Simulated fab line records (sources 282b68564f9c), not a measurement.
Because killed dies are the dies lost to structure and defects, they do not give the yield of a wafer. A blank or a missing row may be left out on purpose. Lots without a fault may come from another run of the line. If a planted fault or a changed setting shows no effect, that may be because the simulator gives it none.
fab line records	flow rit_cmos
record lots=15	wafers=45	last_day=8
route steps=202 shown NRETRO@61 M1@202
lots that met no fault: from a run of the same line without faults
start_h: hours from the record's first day to the start of the lot's first wafer shown	wait_h: how many hours have passed since the lot's step before this one	" repeats the value in the row above	L1.1+2: a row that stands for several wafers	- no value present, or no start provided	* or withheld: withheld	< > ~ a bound
route shown NAME@n: NAME is a module with steps in the file, n the number in the route of the first one	usual: the fault-free wafers' mean and standard deviation	same: alike in all rows	chamber/n: place in a boat	sites: each site's reading	_std_site: the values' standard deviation	_edge_site: inner sites' mean taken away from outer sites' mean	radius_mm: for every site, how far away it sits from the centre of the wafer	mask NAME#n: copy n	behind: tool/chamber where the wafer was last shaped	hold: cause of the lot's hold/its duration in hours/its outcome	device: whichever transistor did not switch (one of n, p or np)	end of line: the same wafers' tests at the end of the route	for a step that has no rows: nothing shown but its recipe	killed: not the wafer's yield, but the dies lost to structure and defects at the first sort	map: per-die view of a wafer (x killed, . not killed, _ where there is no die)
set.NAME: the setting that was run; set.NAME@STEP: the one run at that earlier step	model.NAME: the simulator's own value behind a step, which no gauge read
steps of the route over a sample of lots; a table a step, a row a wafer
services: the hour from which a tool's chamber was out of use, counted from the record's first day as start_h (under 0 if before that day), plus the number of hours and why
## steps
# step RIT_NRETRO_IMPLANT_08
# recipe species=P	energy_kev=70	dose_cm2=1e+13	tilt_deg=7
# usual beam_energy_keV=69.997/0.02
lot.wafer	tool	chamber	start_h	wait_h	beam_energy_keV
L186.1	implanter-03	0	31.61	0.2	69.993
L186.5	"	0	"	"	70.039
L186.6	"	0	"	"	70.008
L187.1	implanter-02	0	34.86	0.2	70.013
L187.3	"	0	"	"	70.004
L187.5	"	0	"	"	70.014
L188.2	implanter-02	0	42.11	0.2	69.978
L188.3	"	0	"	"	70.003
L188.6	"	0	"	"	69.972
L189.4	implanter-03	0	47.12	0.2	69.975
L189.5	"	0	"	"	69.982
L189.6	"	0	"	"	69.990
L190.2	implanter-03	0	52.60	0.2	70.007
L190.5	"	0	"	"	69.999
L190.6	"	0	"	"	70.002
L193.1	implanter-01	0	67.10	0.2	69.995
L193.2	"	0	"	"	69.989
L193.3	"	0	"	"	70.008
L194.1	implanter-02	0	75.68	0.2	69.978
L194.2	"	0	"	"	69.964
L194.6	"	0	"	"	69.989
L197.3	implanter-03	0	88.30	0.2	83.305
L197.4	"	0	"	"	83.279
L197.5	"	0	"	"	83.258
L198.1	implanter-03	0	94.14	0.2	83.293
L198.2	"	0	"	"	83.291
L198.4	"	0	"	"	83.301
L199.1	implanter-03	0	99.10	0.2	83.246
L199.3	"	0	"	"	83.277
L199.5	"	0	"	"	83.291
L203.2	implanter-01	0	124.17	0.2	70.008
L203.3	"	0	"	"	70.004
L203.5	"	0	"	"	70.029
L205.2	implanter-01	0	132.33	0.2	69.996
L205.4	"	0	"	"	70.003
L205.5	"	0	"	"	69.985
L206.1	implanter-01	0	146.27	0.2	69.959
L206.3	"	0	"	"	69.972
L206.5	"	0	"	"	69.969
L207.1	implanter-02	0	146.51	0.2	70.064
L207.3	"	0	"	"	70.013
L207.4	"	0	"	"	69.996
L209.3	implanter-01	0	159.62	0.2	69.976
L209.4	"	0	"	"	70.000
L209.5	"	0	"	"	69.988
# step RIT_NRETRO_TW_MEAS_10
# usual NRETRO_TW=1059/6.2
lot.wafer	tool	chamber	start_h	wait_h	NRETRO_TW
L186.1	film_metro-03	-	31.94	0.1	1067
L186.5	"	-	"	"	1054
L186.6	"	-	"	"	1061
L187.1	film_metro-02	-	35.18	0.1	1055
L187.3	"	-	"	"	1051
L187.5	"	-	"	"	1047
L188.2	film_metro-01	-	42.42	0.1	1058
L188.3	"	-	"	"	1057
L188.6	"	-	"	"	1053
L189.4	film_metro-03	-	47.40	0.1	1059
L189.5	"	-	"	"	1064
L189.6	"	-	"	"	1055
L190.2	film_metro-03	-	52.91	0.1	1058
L190.5	"	-	"	"	1062
L190.6	"	-	"	"	1064
L193.1	film_metro-03	-	67.42	0.1	1054
L193.2	"	-	"	"	1048
L193.3	"	-	"	"	1055
L194.1	film_metro-03	-	76.00	0.1	1068
L194.2	"	-	"	"	1069
L194.6	"	-	"	"	1067
L197.3	film_metro-03	-	88.59	0.1	1120
L197.4	"	-	"	"	1110
L197.5	"	-	"	"	1109
L198.1	film_metro-03	-	94.46	0.1	1108
L198.2	"	-	"	"	1111
L198.4	"	-	"	"	1108
L199.1	film_metro-01	-	99.42	0.1	1102
L199.3	"	-	"	"	1097
L199.5	"	-	"	"	1095
L203.2	film_metro-02	-	124.48	0.1	1060
L203.3	"	-	"	"	1061
L203.5	"	-	"	"	1054
L205.2	film_metro-01	-	132.64	0.1	1051
L205.4	"	-	"	"	1056
L205.5	"	-	"	"	1047
L206.1	film_metro-03	-	146.59	0.1	1065
L206.3	"	-	"	"	1059
L206.5	"	-	"	"	1060
L207.1	film_metro-03	-	146.83	0.1	1062
L207.3	"	-	"	"	1064
L207.4	"	-	"	"	1066
L209.3	film_metro-02	-	159.92	0.1	1058
L209.4	"	-	"	"	1053
L209.5	"	-	"	"	1054
# step RIT_M1_PROBE_99
# usual killed_at_contacts=0.1/0.24	killed_at_front_end=7/3.1	killed_dies=7/3.1	killed_open=3.3/1.9	killed_short=3.9/2.1
# same gross_dies=264	killed_at_M0_to_M3=0	killed_at_M4_up=0	killed_at_back_side=0	killed_at_other=0
lot.wafer	tool	chamber	start_h	wait_h	killed_at_contacts	killed_at_front_end	killed_dies	killed_open	killed_short
L203.2	prober-01	-	166.85	0.1	0	7	7	2	4
L203.5	prober-01	-	167.00	0.2	0	7	7	5	2
# killed by level:class
L203.2 GATE:geometric_particle:open=2 SPACER:geometric_particle:short=2 FOX1:geometric_particle:short=1 REOX:geometric_particle:short=1 ACTIVE:coat_microbubble_printed=1
L203.5 FOX1:geometric_particle:open=2 FOX1:geometric_particle:short=1 FOX2:geometric_particle:open=1 REOX:geometric_particle:open=1 REOX:geometric_particle:short=1 SPACER:geometric_particle:open=1
## services
tool	chamber	start_h	hours	kind
implanter-01	-	31.29	0.7	repair
implanter-01	-	38.64	4.0	pm
implanter-02	-	88.23	6.2	repair
implanter-01	-	116.89	1.2	repair
## key
first_sign step=RIT_NRETRO_IMPLANT_08	reading=beam_energy_keV	direction=up	sigmas=99+	usual=69.997	struck=83.282
effect step=RIT_NRETRO_TW_MEAS_10	reading=NRETRO_TW	direction=up	sigmas=7.7	usual=1059	struck=1107
met_at RIT_NRETRO_IMPLANT_08
struck_lots L197,L198,L199
tester_left_out L197,L198,L199
onset_between 52.60 88.30
fault kind=process_parameter_drift	tool=implanter-03	chamber=-	onset_h=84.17	steps=RIT_NRETRO_IMPLANT_08	channel=energy_kev	offset=13.284	shape=step	end_h=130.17	acts_in=these_recipes_only	stated=70
# tester_left_out: of these lots the tester's yield and bins aren't shown, on N5 and GAA mostly nor the transistor test; their killed dies are dies lost to structure and defects alone, not to doping, threshold or leakage, so they don't give the yield
